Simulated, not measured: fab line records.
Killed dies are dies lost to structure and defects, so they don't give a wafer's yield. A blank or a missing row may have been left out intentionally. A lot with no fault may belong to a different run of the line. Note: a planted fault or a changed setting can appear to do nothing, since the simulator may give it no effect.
2 desks looking at one fault | flow berkeley cmos170 | each desk has only its own numbers; what lay behind them comes last

## THE METROLOGY DESK
What the gauges read, lot by lot, whatever tool the lot ran on: means of the sampled wafers that have a number. Marked OUT: a lot whose mean sits more than 4 standard deviations from the usual mean, which makes it out of limits; the brackets give that distance.
Columns: A = cd nm at UCB170_M1_CD_MEAS_09, usual 699.9 nm; B = V2_TEOS_THK at UCB170_V2_THK_MEAS_01, usual 1990 nm; C = V2_OVL at UCB170_V2_OVL_MEAS_13, usual 0 nm
lot  | first seen here | A     | B    | C
L964 | day 8 06:07     | 700.3 | 2002 | 5
L966 | day 8 21:58     | 698.8 | 1974 | 13
L965 | day 8 22:07     | 698.5 | 1994 | -2
L968 | day 9 15:04     | 698.7 | 1990 | 8
L967 | day 9 15:08     | 699.0 | 1987 | 1
L972 | day 9 16:02     | 699.5 | 1998 | -6
L969 | day 9 16:25     | 699.0 | 1986 | -3
L970 | day 9 16:35     | 700.3 | 1987 | -7
L973 | day 10 09:02    | 701.1 | 1983 | 3
L977 | day 11 09:01    | 698.6 | 1970 | 9
L979 | day 12 04:58    | 699.5 | 1987 | -6
L980 | day 12 05:59    | 700.3 | 1987 | -5
L986 | day 12 20:31    | 700.4 | 1999 | -3
L984 | day 12 20:47    | 699.8 | 1993 | -5
This desk's finding: nothing out of limits on any of the 14 lots.

## TOOL OWNER'S DESK, rie metal-02
The tool's own readings at UCB170_M2_METAL_ETCH_18 (etches Al in Cl2/BCl3, stops on SiO2, target depth 1170 nm, time 195 s): means of the sampled wafers that have a number, for each lot that ran on this tool. Marked OUT: a lot whose mean sits more than 4 standard deviations from the usual mean, which makes it out of limits; the brackets give that distance.
Columns: A = drypump motor current A at UCB170_M2_METAL_ETCH_18, usual 5.6 A; B = oes product au at UCB170_M2_METAL_ETCH_18, usual 0.854 a.u.; C = throttle valve pct at UCB170_M2_METAL_ETCH_18, usual 24.2 %
lot  | first seen here | A   | B     | C
L965 | day 9 06:25     | 5.4 | 0.856 | 23.9
L967 | day 9 23:50     | 5.4 | 0.848 | 23.9
L972 | day 10 01:02    | 5.1 | 0.817 | 24.0
L973 | day 11 07:49    | 5.3 | 0.838 | 24.0
L979 | day 12 14:34    | 5.4 | 0.810 | 24.0
L980 | day 12 17:42    | 5.1 | 0.783 | 24.1
This desk's finding: nothing out of limits on any of the 6 lots.

## PUT TOGETHER
The metrology desk saw nothing out of limits.
The desk of the tool owner found nothing out of limits.

## WHAT WAS PUT IN BY THE SIMULATOR
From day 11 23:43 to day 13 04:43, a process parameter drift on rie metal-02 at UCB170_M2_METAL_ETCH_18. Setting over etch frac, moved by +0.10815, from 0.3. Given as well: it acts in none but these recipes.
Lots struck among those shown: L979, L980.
